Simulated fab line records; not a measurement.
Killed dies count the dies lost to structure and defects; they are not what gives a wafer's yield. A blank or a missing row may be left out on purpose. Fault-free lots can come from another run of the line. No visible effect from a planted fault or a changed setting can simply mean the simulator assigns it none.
Comparing a struck lot with a sound one / flow berkeley cmos170 / 19 steps out of a route of 331
Sound: these wafers, L333.1, L333.4, L333.6. The struck wafers were L341.2, L341.3, L341.5. The cause comes at the end.
Order at every step that has rows: each side's tool, ch and its chambers, its first start. Under that, the readings that differ: sound wafers / struck wafers / difference of the means / sigmas: that difference in standard deviations of wafers without a fault.
alike: readings with means less than 2 such deviations apart, plus words and numbers identical on both sides. not compared: withheld readings, readings lacking a value on some wafer, bounds such as >300 that could conceal the same value, and numbers that have no deviation in the record and whose values overlap.
A row with sigmas, a row that says differs or no value, or rows on one side alone: a step with any of these is where the two part. When numbers do not overlap yet have no deviation, they are printed without sigmas and do not part them. A reading that every wafer of one side lacks parts them only if that side has two wafers or more.

first, 3 steps without rows for these wafers: UCB170_PSD_EXPOSE_03 (exposes mask PSELECT MOD, target cd 1200 nm); UCB170_PSD_PEB_04; UCB170_PSD_DEVELOP_05 (develop time 45 s).
UCB170_PSD_CD_MEAS_06 targets a cd of 1200 nm.
  sound: cd sem-02 at day 9 09:54; struck: cd sem-02 at day 10 22:37
  alike: cd nm
UCB170_PSD_OVL_MEAS_07:
  sound: overlay-01 at day 9 10:01; struck: overlay-02 at day 10 22:43
  alike: PSD_OVL
after that, 1 step had no rows for these wafers: UCB170_PSD_IMPLANT_08.
UCB170_PSD_STRIP_09: strips in O2.
  sound on plasma asher-02 ch 1, day 9 10:13; struck on plasma asher-02 ch 0,1, day 10 22:54
  alike: drypump motor current A, oes product au, strip time to endpoint s
  not compared: rf hours counter h
UCB170_PSD_TW_MEAS_10:
  sound: film metro-01 at day 9 10:19; struck: film metro-04 at day 10 23:01
  alike: PSD_TW
then, 4 steps without rows for these wafers: UCB170_PSD_CLEAN_11 (cleans in SPM, time 600 s); UCB170_NSD_HMDS_00 (prime time 60 s); UCB170_NSD_COAT_01 (resist thk 900 nm); UCB170_NSD_SOFTBAKE_02 (time 60 s).
UCB170_NSD_EXPOSE_03: exposes mask NSELECT MOD, target cd 1200 nm.
  sound on krf scanner-01 ch 0, day 9 11:14; struck on krf scanner-02 ch 0, day 11 00:16
reading=model.NSD.overlay x nm (nm); sound=5.012 5.012 5.012; struck=-158.6 -158.6 -158.6; difference=-163.6; sigmas=
  alike: mask
then, 2 steps without rows for these wafers: UCB170_NSD_PEB_04; UCB170_NSD_DEVELOP_05 (develop time 45 s).
UCB170_NSD_CD_MEAS_06 targets a cd of 1200 nm.
  sound: cd sem-01 at day 9 11:47; struck: cd sem-02 at day 11 00:49
  alike: cd nm
UCB170_NSD_OVL_MEAS_07:
  sound: overlay-02 at day 9 11:55; struck: overlay-02 at day 11 00:55
reading=NSD_OVL (nm); sound=1 3 -1; struck=-163 -165 -157; difference=-163; sigmas=-34
after that, 1 step had no rows for these wafers: UCB170_NSD_IMPLANT_08.
UCB170_M3_PROBE_99:
  sound: prober-02 at day 10 12:26; struck: prober-01 at day 12 01:56
reading=model.etest.select edge diode n.leak log10 a (angstrom); sound=-11.96 -12.19; struck=-11.94 -11.65 -11.83; difference=+0.27; sigmas=

== WHERE THEY PART ==
Only at UCB170_NSD_OVL_MEAS_07, as far as this record shows.

WHY: the cause the simulator had injected
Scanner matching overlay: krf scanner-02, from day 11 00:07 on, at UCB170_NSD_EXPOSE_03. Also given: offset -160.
